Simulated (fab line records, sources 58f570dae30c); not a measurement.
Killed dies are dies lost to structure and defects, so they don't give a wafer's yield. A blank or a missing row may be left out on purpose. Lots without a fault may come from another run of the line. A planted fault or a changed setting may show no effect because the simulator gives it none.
Tool commonality check | flow berkeley_cmos170 | 14 lots, 48 wafers sampled

WHY IT WAS OPENED
At UCB170_PVT_TW_MEAS_09 the reading PVT_TW is flagged on 2 of 14 lots. Wafers without a fault read 508.2, standard deviation 2.3.
Rule: a lot is flagged when every wafer of it that has a number lies more than 4 standard deviations from that mean, or none has a number. The other lots count as sound.

lot  | measured    | on            | PVT_TW, wafer by wafer              | flag
L258 | day 6 06:22 | film_metro-01 | 505.8 505.8 506.6                   |
L257 | day 6 06:47 | film_metro-04 | 511.6 507.0 509.4                   |
L261 | day 6 17:24 | film_metro-04 | 507.2 507.7 509.1                   |
L260 | day 6 17:47 | film_metro-01 | 504.8 504.5 507.0                   |
L265 | day 7 20:41 | film_metro-04 | 509.8 503.8 509.4                   |
L267 | day 8 05:49 | film_metro-01 | 507.7 509.3 508.7                   |
L268 | day 8 06:19 | film_metro-01 | 506.9 507.1 507.4                   |
L272 | day 8 15:15 | film_metro-02 | 488.2 485.6 487.4 487.2 486.4 488.1 | FLAGGED
L275 | day 8 22:29 | film_metro-04 | 508.4 508.8 508.2                   |
L273 | day 8 22:41 | film_metro-02 | 487.0 486.5 482.3 486.9 488.3 486.7 | FLAGGED
L274 | day 8 22:56 | film_metro-02 | 509.3 510.8 513.1                   |
L277 | day 9 16:02 | film_metro-01 | 504.3 505.2 506.4                   |
L279 | day 9 21:58 | film_metro-02 | 512.0 511.0 510.9                   |
L278 | day 9 22:15 | film_metro-02 | 509.2 510.0 508.4                   |
The numbers of the flagged lots are 486.7 on average: -21.5 against the usual, or -9 standard deviations.

WHICH TOOL RAN EACH LOT
The record holds 1 process step before the reading, out of a route of 331 steps. In each cell: the tool, then ch and the chambers that the sampled wafers went through, then the start.
lot  | flag    | UCB170_PVT_IMPLANT_07
L258 |         | implanter-04 ch 0, day 6 06:07
L257 |         | implanter-04 ch 0, day 6 06:32
L261 |         | implanter-04 ch 0, day 6 17:09
L260 |         | implanter-03 ch 0, day 6 17:32
L265 |         | implanter-04 ch 0, day 7 20:26
L267 |         | implanter-02 ch 0, day 8 05:32
L268 |         | implanter-02 ch 0, day 8 06:05
L272 | FLAGGED | implanter-02 ch 0, day 8 15:00
L275 |         | implanter-03 ch 0, day 8 22:16
L273 | FLAGGED | implanter-02 ch 0, day 8 22:28
L274 |         | implanter-04 ch 0, day 8 22:41
L277 |         | implanter-03 ch 0, day 9 15:47
L279 |         | implanter-04 ch 0, day 9 21:43
L278 |         | implanter-03 ch 0, day 9 22:00
What these steps do:
- UCB170_PVT_IMPLANT_07
- UCB170_PVT_TW_MEAS_09

FLAGGED OVER TOTAL, TOOL BY TOOL (the gauges that took the reading come last)
step                  | tool          | lots run | flagged | share of the flagged lots | sound lots run after its first flagged lot
UCB170_PVT_IMPLANT_07 | implanter-02  | 4        | 2       | all                       | 0
UCB170_PVT_IMPLANT_07 | implanter-03  | 4        | 0       | none                      | -
UCB170_PVT_IMPLANT_07 | implanter-04  | 6        | 0       | none                      | -
UCB170_PVT_TW_MEAS_09 | film_metro-01 | 5        | 0       | none                      | -
UCB170_PVT_TW_MEAS_09 | film_metro-02 | 5        | 2       | all                       | 3 (L274,L279,L278)
UCB170_PVT_TW_MEAS_09 | film_metro-04 | 4        | 0       | none                      | -

WHAT THE TABLE ALLOWS
2 rows of the table ran every flagged lot: implanter-02 at UCB170_PVT_IMPLANT_07, film_metro-02 at UCB170_PVT_TW_MEAS_09.
- implanter-02 at UCB170_PVT_IMPLANT_07: 2 of its 4 lots flagged. Its last sound lot is L268 (day 8 06:05), its first flagged lot L272 (day 8 15:00): a fault that began between those two fits.
- film_metro-02 at UCB170_PVT_TW_MEAS_09: 2 of its 5 lots flagged. Sound lots ran on it after the first flagged one (L274, L279, L278), which a lasting fault on the whole tool wouldn't allow.
One tool is left: implanter-02 at UCB170_PVT_IMPLANT_07.

WHAT THE SIMULATOR HAD PUT IN
Process parameter drift: implanter-02, from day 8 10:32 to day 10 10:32, at UCB170_PVT_IMPLANT_07. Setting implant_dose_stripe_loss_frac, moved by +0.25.
Lots struck among those shown: L272, L273. The rule above found the same.
